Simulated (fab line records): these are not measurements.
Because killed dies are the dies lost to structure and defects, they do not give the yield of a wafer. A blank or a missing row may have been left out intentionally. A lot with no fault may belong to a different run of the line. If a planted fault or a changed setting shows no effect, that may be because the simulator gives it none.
What tool caused it?    flow berkeley-cmos170    13 lots with 39 wafers sampled at 6 steps, on a route of 331 steps

== WHAT EACH GAUGE READ, for each wafer ==
UCB170_V2_CD_MEAS_12: the cd target is 700 nm.
lot   measured      on         cd-nm (nm)
L999  day 7 21:58   cd-sem-01  700.7 699.3 698.8
L103  day 8 06:46   cd-sem-02  698.7 698.0 697.7
L100  day 8 03:59   cd-sem-01  700.9 700.7 701.0
L104  day 8 20:07   cd-sem-01  700.2 700.6 699.9
L102  day 8 20:41   cd-sem-02  699.8 699.8 700.6
L105  day 9 08:22   cd-sem-01  697.4 698.4 699.4
L108  day 9 22:31   cd-sem-02  698.4 696.9 699.3
L109  day 10 14:47  cd-sem-01  700.2 698.5 699.7
L112  day 10 15:26  cd-sem-01  698.8 698.3 698.4
L111  day 10 15:49  cd-sem-01  699.4 699.1 699.5
L118  day 11 18:38  cd-sem-01  701.7 701.4 701.3
L121  day 12 10:14  cd-sem-01  701.4 698.9 699.1
L120  day 12 10:29  cd-sem-01  698.6 700.9 699.2

UCB170_M3_CD_MEAS_90: the cd target is 700 nm.
lot   measured      on         cd-nm (nm)
L999  day 8 01:25   cd-sem-01  701 698 696
L103  day 8 10:05   cd-sem-02  705 705 708
L100  day 8 07:38   cd-sem-02  699 701 704
L104  day 9 00:00   cd-sem-01  699 700 699
L102  day 9 00:44   cd-sem-02  708 710 707
L105  day 9 11:51   cd-sem-01  693 698 696
L108  day 10 01:51  cd-sem-01  706 706 707
L109  day 10 18:42  cd-sem-02  700 692 693
L112  day 10 19:17  cd-sem-01  699 695 696
L111  day 10 20:17  cd-sem-02  703 703 705
L118  day 11 22:02  cd-sem-01  722 694 720 721 694 720
L121  day 12 13:53  cd-sem-02  709 708 706
L120  day 12 13:59  cd-sem-01  698 704 702

== TOOL THAT RAN EACH LOT (tool first, then ch and the chambers of the sampled wafers, then the start) ==
lot   UCB170_SILICIDE_RTA_04            UCB170_M2_ETCH_17                   UCB170_M3_METAL_ETCH_18            UCB170_M3_STRIP_19
L999  rtp-anneal-01 ch 0, day 6 23:32   rie-diel-01 ch 0,2,3, day 7 18:19   rie-metal-02 ch 0,1, day 8 01:07   plasma-asher-03 ch 0,1, day 8 01:19
L103  rtp-anneal-01 ch 0, day 7 08:53   rie-diel-01 ch 0,3, day 8 04:05     rie-metal-02 ch 0,1, day 8 09:47   plasma-asher-03 ch 0,1, day 8 09:58
L100  rtp-anneal-02 ch 0, day 7 08:59   rie-diel-01 ch 0,2, day 8 01:43     rie-metal-01 ch 0,1, day 8 07:21   plasma-asher-01 ch 0,1, day 8 07:32
L104  rtp-anneal-01 ch 0, day 8 01:41   rie-diel-01 ch 0,1,3, day 8 17:38   rie-metal-01 ch 0,1, day 8 23:43   plasma-asher-02 ch 0,1, day 8 23:54
L102  rtp-anneal-02 ch 0, day 8 01:52   rie-diel-03 ch 0,1,3, day 8 18:10   rie-metal-02 ch 0,1, day 9 00:28   plasma-asher-02 ch 0,1, day 9 00:38
L105  rtp-anneal-02 ch 0, day 8 12:14   rie-diel-02 ch 0,2, day 9 05:46     rie-metal-01 ch 0,1, day 9 11:18   plasma-asher-01 ch 0,1, day 9 11:29
L108  rtp-anneal-01 ch 0, day 9 02:17   rie-diel-01 ch 0,1,2, day 9 20:13   rie-metal-02 ch 0, day 10 01:25    plasma-asher-03 ch 0,1, day 10 01:44
L109  rtp-anneal-02 ch 0, day 9 14:55   rie-diel-01 ch 0,1,2, day 10 12:34  rie-metal-03 ch 0,1, day 10 18:22  plasma-asher-01 ch 0,1, day 10 18:34
L112  rtp-anneal-01 ch 0, day 9 14:55   rie-diel-03 ch 0,2, day 10 13:08    rie-metal-01 ch 0,1, day 10 18:59  plasma-asher-02 ch 0,1, day 10 19:10
L111  rtp-anneal-01 ch 0, day 9 15:06   rie-diel-01 ch 1,2, day 10 13:22    rie-metal-02 ch 0,1, day 10 20:02  plasma-asher-03 ch 0,1, day 10 20:11
L118  rtp-anneal-01 ch 0, day 11 01:54  rie-diel-02 ch 0,2,3, day 11 16:25  rie-metal-01 ch 0,1, day 11 21:46  plasma-asher-03 ch 0,1, day 11 21:55
L121  rtp-anneal-02 ch 0, day 11 13:33  rie-diel-03 ch 0,1,2, day 12 07:32  rie-metal-02 ch 0,1, day 12 13:35  plasma-asher-03 ch 0,1, day 12 13:46
L120  rtp-anneal-01 ch 0, day 11 13:56  rie-diel-02 ch 0,1,2, day 12 07:48  rie-metal-03 ch 0,1, day 12 13:42  plasma-asher-02 ch 0,1, day 12 13:53
- UCB170_SILICIDE_RTA_04: time 15 s.
- UCB170_M2_ETCH_17: etches BARC in N2/H2.
- UCB170_M3_METAL_ETCH_18: etches Al in Cl2/BCl3, stops on SiO2, target depth 1170 nm, time 195 s.
- UCB170_M3_STRIP_19: strips in O2.

== AS READ BY THE TOOLS THEMSELVES (means over the sampled wafers that have a number; for cases with no such wafer, the mark the record gives instead) ==
UCB170_SILICIDE_RTA_04.
lot   tool           lamp-power-pct (%)  wafer_temp_C_max
L999  rtp-anneal-01  10.18               652.7
L103  rtp-anneal-01  10.18               653.4
L100  rtp-anneal-02  10.67               654.0
L104  rtp-anneal-01  10.18               652.9
L102  rtp-anneal-02  10.67               653.8
L105  rtp-anneal-02  10.68               653.8
L108  rtp-anneal-01  10.18               652.6
L109  rtp-anneal-02  10.67               653.4
L112  rtp-anneal-01  10.17               652.8
L111  rtp-anneal-01  10.18               652.2
L118  rtp-anneal-01  10.17               652.1
L121  rtp-anneal-02  10.68               653.9
L120  rtp-anneal-01  10.18               652.3

UCB170_M2_ETCH_17.
lot   tool         drypump-motor-current-A (A)  oes-product-au (a.u.)  throttle-valve-pct (%)
L999  rie-diel-01  5.67                         1.004                  13.31
L103  rie-diel-01  5.71                         1.020                  13.34
L100  rie-diel-01  5.61                         0.987                  13.28
L104  rie-diel-01  5.74                         1.021                  13.39
L102  rie-diel-03  5.90                         0.970                  13.27
L105  rie-diel-02  6.24                         1.020                  13.16
L108  rie-diel-01  5.70                         0.996                  13.39
L109  rie-diel-01  5.69                         1.003                  13.39
L112  rie-diel-03  5.88                         0.975                  13.25
L111  rie-diel-01  5.71                         1.003                  13.40
L118  rie-diel-02  6.22                         1.007                  13.28
L121  rie-diel-03  6.00                         0.956                  13.24
L120  rie-diel-02  6.15                         1.018                  13.24

UCB170_M3_METAL_ETCH_18.
lot   tool          drypump-motor-current-A (A)  mfc-cl2-sccm (sccm)  oes-product-au (a.u.)  run-length-s (s)  throttle-valve-pct (%)
L999  rie-metal-02  5.5                          90.04                0.857                  222.8             24.4
L103  rie-metal-02  5.2                          89.77                0.871                  222.8             24.7
L100  rie-metal-01  5.3                          89.87                0.850                  223.6             24.0
L104  rie-metal-01  5.5                          89.98                0.860                  223.4             24.2
L102  rie-metal-02  5.2                          90.13                0.873                  222.7             24.7
L105  rie-metal-01  5.3                          90.06                0.858                  223.5             24.0
L108  rie-metal-02  4.9                          89.97                0.876                  222.6             24.9
L109  rie-metal-03  5.3                          90.07                0.867                  222.9             24.4
L112  rie-metal-01  5.5                          90.00                0.863                  223.6             24.3
L111  rie-metal-02  5.5                          89.98                0.872                  222.8             24.5
L118  rie-metal-01  5.5                          90.23                0.955                  160.0             24.2
L121  rie-metal-02  5.5                          90.10                0.870                  222.9             24.5
L120  rie-metal-03  5.6                          90.21                0.868                  223.1             24.3

UCB170_M3_STRIP_19.
lot   tool             drypump-motor-current-A (A)  o2-flow-sccm (sccm)  oes-product-au (a.u.)
L999  plasma-asher-03  6.0                          400.3                0.519
L103  plasma-asher-03  6.1                          398.9                0.532
L100  plasma-asher-01  5.4                          400.8                0.559
L104  plasma-asher-02  6.0                          398.9                0.538
L102  plasma-asher-02  5.7                          400.4                0.530
L105  plasma-asher-01  5.8                          400.4                0.565
L108  plasma-asher-03  6.1                          400.3                0.529
L109  plasma-asher-01  5.5                          400.5                0.538
L112  plasma-asher-02  6.0                          400.2                0.552
L111  plasma-asher-03  6.1                          399.5                0.544
L118  plasma-asher-03  6.1                          400.0                0.670
L121  plasma-asher-03  6.1                          400.4                0.539
L120  plasma-asher-02  6.0                          399.0                0.554

== THE ANSWER, worked out from the rows above alone ==
Rule: what is usual is taken from the lots themselves. The widest of any qualifying gaps counts: lots, ordered by their means at a reading, are off when they make up no more than a third of the lots, leave a main group of 4 or more, and stand apart from it by 3 or more times the standard deviation of that group's means. If all means in a main group match to the digits the tables above print for the reading, that group is not used. Also off: a lot with no number at a reading for which 4 or more lots have one. Any other lot the step has rows for is counted as sound. After the gauges, taken in route order, come the tools' own readings; for these a lot's mean is taken, as printed above. The first step at which some lot is off is used, and at that step the reading that is off furthest; a lot without a number counts as furthest.
Off: L118, at UCB170_M3_METAL_ETCH_18 (run-length-s). Main group: mean 223.1 s, sd 0.35.
A tool fits if, at that step or a process step before it, it ran every lot that is off, and no sound lot after the first of them. One candidate fits, namely rie-metal-01 at UCB170_M3_METAL_ETCH_18. Its last sound lot is L112 (day 10 18:59), its first lot that is off L118 (day 11 21:46): a fault that began between those two fits.
The tool's own readings at UCB170_M3_METAL_ETCH_18 bear it out: on the lots that are off they differ by more than 5 times the standard deviation of the sound lots' means. oes-product-au reads 0.955 a.u. there against 0.865 a.u. on the sound lots; run-length-s reads 160.0 s there against 223.1 s on the sound lots.

== WHAT THE SIMULATOR PUT IN ==
rie-metal-01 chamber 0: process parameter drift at UCB170_M3_METAL_ETCH_18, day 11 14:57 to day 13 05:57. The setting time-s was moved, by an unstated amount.
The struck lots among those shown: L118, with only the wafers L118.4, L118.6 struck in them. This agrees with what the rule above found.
